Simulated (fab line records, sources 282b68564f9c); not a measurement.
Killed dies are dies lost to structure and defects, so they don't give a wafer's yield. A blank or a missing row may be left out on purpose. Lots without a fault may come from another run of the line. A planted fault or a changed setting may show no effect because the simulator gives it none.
Split-lot experiment | flow rit_cmos | 5 lots, 27 wafers read, on a route of 202 steps

THE SPLIT
At RIT_GATE_ETCH_19 (etches poly-Si in SF6/CHF3/O2, stops on SiO2, time 165 s, target depth 312.5 nm), the setting time_s was moved away from the recipe's 165 s on 9 of the 27 wafers read, by -19.5% to +26.7%. The other wafers ran this setting at the recipe's value.

The reading is taken at the split's own step.

THE READING
NOVOLAK_of_GATE_COAT_11.thk_nm (the simulator's own value, which no gauge read), in nm, at RIT_GATE_ETCH_19 (etches poly-Si in SF6/CHF3/O2, stops on SiO2, time 165 s, target depth 312.5 nm). The file gives no usual value for it. The 18 wafers here that ran the recipe average 671.2 nm, standard deviation 2.6 nm.

wafer  | tool, chamber at the split | time_s as run, s | against the recipe | NOVOLAK_of_GATE_COAT_11.thk_nm, nm | against lot-mates on the recipe
L075.1 | rie_si-02, 0               | 165              | recipe             | 673.1                              | -
L075.2 | rie_si-02, 2               | 132.9            | -19.5%             | 686.9                              | +14.9
L075.3 | rie_si-02, 1               | 132.9            | -19.5%             | 685.3                              | +13.3
L075.4 | rie_si-02, 3               | 132.9            | -19.5%             | 689.1                              | +17.1
L075.5 | rie_si-02, 1               | 165              | recipe             | 670                                | -
L075.6 | rie_si-02, 0               | 165              | recipe             | 672.9                              | -
L077.2 | rie_si-02, 0               | 165              | recipe             | 671                                | -
L077.4 | rie_si-02, 1               | 165              | recipe             | 667.8                              | -
L077.5 | rie_si-02, 0               | 165              | recipe             | 668.9                              | -
L078.1 | rie_si-01, 0               | 165              | recipe             | 670.8                              | -
L078.2 | rie_si-01, 3               | 165              | recipe             | 676.2                              | -
L078.3 | rie_si-01, 1               | 165              | recipe             | 672.8                              | -
L078.4 | rie_si-01, 2               | 165              | recipe             | 668.8                              | -
L078.5 | rie_si-01, 2               | 165              | recipe             | 666.7                              | -
L078.6 | rie_si-01, 1               | 165              | recipe             | 674.8                              | -
L081.1 | rie_si-02, 3               | 190.8            | +15.6%             | 663.1                              | -6.4
L081.2 | rie_si-02, 0               | 165              | recipe             | 671.7                              | -
L081.3 | rie_si-02, 1               | 190.8            | +15.6%             | 655.4                              | -14.1
L081.4 | rie_si-02, 2               | 165              | recipe             | 670.2                              | -
L081.5 | rie_si-02, 2               | 190.8            | +15.6%             | 659.4                              | -10.1
L081.6 | rie_si-02, 1               | 165              | recipe             | 666.7                              | -
L085.1 | rie_si-02, 0               | 165              | recipe             | 672.2                              | -
L085.2 | rie_si-02, 3               | 165              | recipe             | 674.2                              | -
L085.3 | rie_si-02, 1               | 209              | +26.7%             | 646.2                              | -26.9
L085.4 | rie_si-02, 2               | 165              | recipe             | 673                                | -
L085.5 | rie_si-02, 3               | 209              | +26.7%             | 653.6                              | -19.5
L085.6 | rie_si-02, 0               | 209              | +26.7%             | 650.2                              | -22.9

THE FIT
A straight line over all 27 wafers: NOVOLAK_of_GATE_COAT_11.thk_nm changes by -0.797 nm for each +1% of time_s; r = -0.96; the points scatter about the line by 2.8 nm.
The same after taking each lot's own level away (the mean of its wafers on the recipe; 27 wafers): -0.803 nm for each +1%; r = -0.97; scatter 2.7 nm.
On that fit, the largest move of time_s shifts the reading by 21 nm.
The lots' own levels span 669.23 to 673.13 nm, that is 1.5 times the standard deviation above.
So the lot-to-lot level changes the slope little: the two slopes agree.
Check: with one of the wafers moved furthest among these (+26.7%) left out of the fit, the line predicts -20.1 nm for it against its lot-mates. It came out at -26.9 nm against them.

OTHER SPLITS ON THESE WAFERS
These wafers also went through other splits before the reading. Each is held against what the fit with the lots' levels taken away leaves over:
other split on the same wafers | wafers away from the commonest value | r with NOVOLAK_of_GATE_COAT_11.thk_nm (lot level and that fit taken away)
RIT_ACTIVE_CVD_03 time_s       | 18                                   | +0.12
RIT_ACTIVE_ETCH_13 time_s      | 9                                    | +0.10

THE FILE'S OWN FIT
NOVOLAK_of_GATE_COAT_11.thk_nm changes by -0.803 nm for each +1% of time_s, r = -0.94.
